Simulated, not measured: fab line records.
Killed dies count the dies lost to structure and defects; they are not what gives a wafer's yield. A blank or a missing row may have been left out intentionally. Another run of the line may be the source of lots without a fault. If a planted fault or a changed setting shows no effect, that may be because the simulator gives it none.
Problem report in the 8D (eight disciplines) form, filled by code | flow berkeley cmos170 | the parts of the form that need people (team, actions taken, sign-off) are left out

1. THE ISSUE
run length s at UCB170_M2_METAL_ETCH_18 reads a mean of 207.0 s on 6 wafers of 2 lots; wafers without a fault read 223.3 s with a standard deviation of 0.5. Relative to the usual mean, that is a shift of -33 standard deviations.
The step: etches Al in Cl2/BCl3, stops on SiO2, target depth 1170 nm, time 195 s.
Earliest sighting: wafer L247.4 on rie metal-02 at day 9 15:31. The record has a number at this step for 42 wafers belonging to 14 lots. The rule behind "out" and "out of limits": a value lying over 4 standard deviations away from the usual mean. The rest of the wafers with a number are treated as sound.

2. WHAT IT IS, WHAT IT ISN'T
question                    | is                           | is not
which readings at this step | run length s, oes product au | he backside leak sccm, mfc cl2 sccm, throttle valve pct
which lots                  | L246, L247                   | L234, L235, L236, L237, L239, L240, L241, L242, L244, L253, L255, L256
which wafers of those lots  | all that have a number       | -
read on which tools         | rie metal-02                 | rie metal-03, rie metal-04
when                        | from day 9 15:31             | up to then (24 sound wafers); but 12 sound wafers of L244, L253, L255, L256 came after

3. SUSPECTS, AND WHAT RULES EACH OUT
Counting: any tool at a process step up to the reading is kept as a suspect provided that every lot that is out went through it and no sound lot did after the first of them.
- rie metal-02 at UCB170_M2_METAL_ETCH_18 (etches Al in Cl2/BCl3, stops on SiO2, target depth 1170 nm, time 195 s): kept. It processed each lot that is out, first L247 at day 9 15:31, and no sound lot thereafter; up to then, the last sound lot it processed was L241 at day 8 11:04. Out on those wafers are its own readings of oes product au, run length s.
Left after counting: rie metal-02 at UCB170_M2_METAL_ETCH_18.

4. THE CAUSE (what the simulator had put in)
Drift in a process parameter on rie metal-02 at UCB170_M2_METAL_ETCH_18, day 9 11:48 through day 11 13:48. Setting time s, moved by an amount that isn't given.
This tool alone remained once counting was done.

5. SEQUENCE OF EFFECTS, ordered by route
One row per reading whose mean, taken over the struck wafers that have a number, lies over 3 standard deviations from the usual. Scope: only readings with a usual standard deviation given in the record; hours: median across lots of the time from each lot's start at the first step in this table that gives one to its start at this step; sigmas: change in usual standard deviations.
hours | step                    | reading        | usual      | on struck wafers | change | sigmas
0     | UCB170_M2_METAL_ETCH_18 | oes product au | 0.853 a.u. | 0.941            | +0.088 | +12
0     | UCB170_M2_METAL_ETCH_18 | run length s   | 223.3 s    | 207.0            | -16.3  | -33
The process steps in it:
- UCB170_M2_METAL_ETCH_18: etches Al in Cl2/BCl3, stops on SiO2, target depth 1170 nm, time 195 s.

6. WHAT WOULD HAVE CAUGHT IT SOONER
The fault began at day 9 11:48; the first out-of-limits reading in this record came at day 9 15:31, 4 hours later.
